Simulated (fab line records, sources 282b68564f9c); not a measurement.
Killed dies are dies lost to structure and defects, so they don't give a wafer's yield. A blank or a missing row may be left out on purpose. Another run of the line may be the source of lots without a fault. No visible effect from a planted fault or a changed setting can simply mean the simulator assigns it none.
Split-lot experiment    flow ritCmos    23 wafers read from 5 lots, route of 202 steps

THE SPLIT ITSELF
At RIT_PLDD_IMPLANT_08, the setting energyKev was moved away from the recipe's 20 on 5 of the 23 wafers read, by -3.4% to +1.5%. All remaining wafers had this setting at the recipe value.

The split's own step is where the reading is taken.

THE READING
implant.drpNm (the simulator's own value, which no gauge read), in nm, at RIT_PLDD_IMPLANT_08. There is no usual value for it anywhere in the file.

wafer   tool, chamber at the split  energyKev as run  against the recipe  implant.drpNm, nm  against lot-mates on the recipe
L075.1  implanter-02, 0             20                recipe              9.752              -
L075.2  implanter-02, 0             20                recipe              9.752              -
L075.3  implanter-02, 0             20                recipe              9.752              -
L075.4  implanter-02, 0             20                recipe              9.752              -
L075.5  implanter-02, 0             20                recipe              9.752              -
L076.1  implanter-04, 0             20.31             +1.5%               9.858              +0.106
L076.3  implanter-04, 0             20.31             +1.5%               9.858              +0.106
L076.6  implanter-04, 0             20.31             +1.5%               9.858              +0.106
L076.2  implanter-04, 0             20                recipe              9.752              -
L076.4  implanter-04, 0             20                recipe              9.752              -
L078.1  implanter-04, 0             19.33             -3.4%               9.521              -0.231
L078.3  implanter-04, 0             19.33             -3.4%               9.521              -0.231
L078.2  implanter-04, 0             20                recipe              9.752              -
L078.4  implanter-04, 0             20                recipe              9.752              -
L078.6  implanter-04, 0             20                recipe              9.752              -
L079.1  implanter-04, 0             20                recipe              9.752              -
L079.2  implanter-04, 0             20                recipe              9.752              -
L079.3  implanter-04, 0             20                recipe              9.752              -
L079.4  implanter-04, 0             20                recipe              9.752              -
L079.6  implanter-04, 0             20                recipe              9.752              -
L082.1  implanter-01, 0             20                recipe              9.752              -
L082.2  implanter-01, 0             20                recipe              9.752              -
L082.3  implanter-01, 0             20                recipe              9.752              -

THE FIT
A straight line over all 23 wafers: implant.drpNm changes by +0.0688 nm for each +1% of energyKev; r = +1.00; the points scatter about the line by 0.00026 nm.
The same after taking each lot's own level away (the mean of its wafers on the recipe; 23 wafers): +0.0688 nm for each +1%; r = +1.00; scatter 0.00026 nm.
On that fit, the largest move of energyKev shifts the reading by 0.23 nm.
The lots' own levels span 9.7520 to 9.7520 nm.
Consequently the slope shifts little with the lot-to-lot level, the two slopes agreeing.
Check: for one of the wafers moved furthest among these (-3.4%), held out of the fit, the line's prediction against its lot-mates is -0.23 nm. Against them it came out at -0.231 nm.

OTHER SPLITS ON THESE WAFERS
These wafers also went through other splits before the reading. Each is held against what the fit with the lots' levels taken away leaves over:
other split on the same wafers    wafers away from the commonest value  r with implant.drpNm (lot level and that fit taken away)
RIT_ACTIVE_OXIDATION_01 oxTimeS   18                                    +0.32
RIT_ACTIVE_COAT_06 spinRpm        4                                     +0.65
RIT_NWELL_SOFTBAKE_02 tempC       7                                     +0.23
RIT_PRETRO_COAT_01 spinRpm        11                                    +0.21
RIT_GATE_OXIDATION_05 oxTimeS     10                                    +0.56
RIT_GATE_COAT_11 resistThkNm      11                                    +0.30
RIT_GATE_DEVELOP_15 developTimeS  8                                     +0.29

THE WHOLE CHAIN: every reading that the file lists as answering this split, in the file's order
step                 what it does  reading                                                         change (the file's fit)                 r (the file's)
RIT_PLDD_IMPLANT_08                implant.rpNm (the simulator's own value, which no gauge read)   +0.134 nm for each +1% of the setting   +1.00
RIT_PLDD_IMPLANT_08                implant.drpNm (the simulator's own value, which no gauge read)  +0.0688 nm for each +1% of the setting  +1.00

FILE'S OWN FIT
implant.drpNm changes by +0.0688 nm for each +1% of energyKev, r = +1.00.
